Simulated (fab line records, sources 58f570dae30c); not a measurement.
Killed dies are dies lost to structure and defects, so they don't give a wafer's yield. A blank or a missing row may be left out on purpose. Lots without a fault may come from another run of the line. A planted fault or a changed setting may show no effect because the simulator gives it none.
A struck lot beside a sound one | flow berkeley_cmos170 | 43 steps out of a route of 331
Sound: wafers L341.3, L341.4, L341.5. Struck: wafers L361.1, L361.3, L361.4. The cause comes at the end.
At each step with rows: each side's tool, then ch and its chambers, then its first start. Under that, the readings that differ: sound wafers | struck wafers | difference of the means | sigmas: that difference in standard deviations of wafers without a fault.
alike: readings whose means differ by less than 2 such deviations, and words and numbers that are the same on both sides. not compared: withheld readings, readings that some wafer has no value for, bounds like >300 that may hide the same value, and numbers for which the record gives no deviation and whose values overlap.
The two part at a step that has a row with sigmas, a row that says differs or no value, or rows on one side only. Numbers that don't overlap but have no deviation are shown without sigmas and don't part them. A reading that every wafer of one side lacks parts them only if that side has two wafers or more.

UCB170_GATE_ETCH_15: etches poly-Si in HBr/Cl2, stops on SiO2, time 56.3 s, target depth 278.2 nm.
  sound on rie_si-02 ch 0,2, day 7 10:24; struck on rie_si-01 ch 0,2,3, day 10 10:54
  alike: drypump_motor_current_A, oes_product_au, throttle_valve_pct
  not compared: rf_hours_counter_h
UCB170_GATE_STRIP_16: strips in O2.
  sound on plasma_asher-03 ch 0,1, day 7 10:29; struck on plasma_asher-01 ch 0,1, day 10 10:56
  alike: drypump_motor_current_A, o2_flow_sccm, oes_product_au
  not compared: rf_hours_counter_h
UCB170_GATE_CD_MEAS_90: target cd 350 nm.
  sound on cd_sem-02, day 7 10:35; struck on cd_sem-01, day 10 11:02
  alike: cd_nm
then, 7 steps without rows for these wafers: UCB170_GATE_CLEAN_17 (cleans in SPM, time 600 s); UCB170_PLDD_HMDS_00 (prime time 60 s); UCB170_PLDD_COAT_01 (resist thk 900 nm); UCB170_PLDD_SOFTBAKE_02 (time 60 s); UCB170_PLDD_EXPOSE_03 (exposes mask PSELECT, target cd 1200 nm); UCB170_PLDD_PEB_04; UCB170_PLDD_DEVELOP_05 (develop time 45 s).
UCB170_PLDD_CD_MEAS_06: target cd 1200 nm.
  sound on cd_sem-02, day 7 13:50; struck on cd_sem-01, day 10 13:40
  alike: cd_nm
UCB170_PLDD_OVL_MEAS_07:
  sound on overlay-02, day 7 13:56; struck on overlay-01, day 10 13:47
  alike: PLDD_OVL
UCB170_PLDD_IMPLANT_08:
  sound on implanter-04 ch 0, day 7 14:01; struck on implanter-04 ch 0, day 10 13:49
  alike: beam_energy_keV, beam_on_s
then, 1 step without rows for these wafers: UCB170_PLDD_IMPLANT_09.
UCB170_PLDD_STRIP_10: strips in O2.
  sound on plasma_asher-04 ch 0,1, day 7 14:17; struck on plasma_asher-03 ch 0,1, day 10 14:07
  alike: drypump_motor_current_A, o2_flow_sccm, oes_product_au, strip_time_to_endpoint_s
  not compared: rf_hours_counter_h
UCB170_PLDD_TW_MEAS_11:
  sound on film_metro-03, day 7 14:23; struck on film_metro-03, day 10 14:22
  alike: PLDD_TW
then, 7 steps without rows for these wafers: UCB170_PLDD_CLEAN_12 (cleans in SPM, time 600 s); UCB170_NLDD_HMDS_00 (prime time 60 s); UCB170_NLDD_COAT_01 (resist thk 900 nm); UCB170_NLDD_SOFTBAKE_02 (time 60 s); UCB170_NLDD_EXPOSE_03 (exposes mask NSELECT, target cd 1200 nm); UCB170_NLDD_PEB_04; UCB170_NLDD_DEVELOP_05 (develop time 45 s).
UCB170_NLDD_CD_MEAS_06: target cd 1200 nm.
  sound on cd_sem-02, day 7 16:10; struck on cd_sem-02, day 10 15:28
  alike: cd_nm
UCB170_NLDD_OVL_MEAS_07:
  sound on overlay-02, day 7 16:15; struck on overlay-02, day 10 15:35
  alike: NLDD_OVL
then, 2 steps without rows for these wafers: UCB170_NLDD_IMPLANT_08; UCB170_NLDD_IMPLANT_09.
UCB170_NLDD_STRIP_10: strips in O2.
  sound on plasma_asher-01 ch 0,1, day 7 16:37; struck on plasma_asher-02 ch 0,1, day 10 15:55
  alike: drypump_motor_current_A, o2_flow_sccm, oes_product_au, strip_time_to_endpoint_s
  not compared: rf_hours_counter_h
UCB170_NLDD_TW_MEAS_11:
  sound on film_metro-02, day 7 16:42; struck on film_metro-01, day 10 16:01
  alike: NLDD_TW
then, 1 step without rows for these wafers: UCB170_NLDD_CLEAN_12 (cleans in SPM, time 600 s).
UCB170_SPACER_CVD_00: deposits SiO2 from TEOS/O2, target thk 376 nm, time 47 s.
  sound on pecvd-01 ch 1,2, day 7 17:13; struck on pecvd-03 ch 0,1, day 10 16:17
  alike: heater_power_w
UCB170_SPACER_THK_MEAS_01:
  sound on film_metro-02, day 7 17:17; struck on film_metro-04, day 10 16:20
  alike: SPACER_TEOS_THK
then, 8 steps without rows for these wafers: UCB170_SPACER_ANNEAL_02 (time 1800 s); UCB170_SPACER_ETCHBACK_03 (etches SiO2 in CHF3/CF4/Ar, stops on Si, target depth 376 nm, time 100 s); UCB170_PSD_HMDS_00 (prime time 60 s); UCB170_PSD_COAT_01 (resist thk 900 nm); UCB170_PSD_SOFTBAKE_02 (time 60 s); UCB170_PSD_EXPOSE_03 (exposes mask PSELECT MOD, target cd 1200 nm); UCB170_PSD_PEB_04; UCB170_PSD_DEVELOP_05 (develop time 45 s).
UCB170_PSD_CD_MEAS_06: target cd 1200 nm.
  sound on cd_sem-01, day 8 02:07; struck on cd_sem-01, day 10 23:28
  alike: cd_nm
UCB170_PSD_OVL_MEAS_07:
  sound on overlay-02, day 8 02:13; struck on overlay-01, day 10 23:35
  alike: PSD_OVL
UCB170_M3_PROBE_99:
  the record has rows for the struck wafers here (prober-01, day 12 03:04) and none for the sound ones

WHERE THEY PART
Only at UCB170_M3_PROBE_99, within this record.

WHY: what the simulator had put in
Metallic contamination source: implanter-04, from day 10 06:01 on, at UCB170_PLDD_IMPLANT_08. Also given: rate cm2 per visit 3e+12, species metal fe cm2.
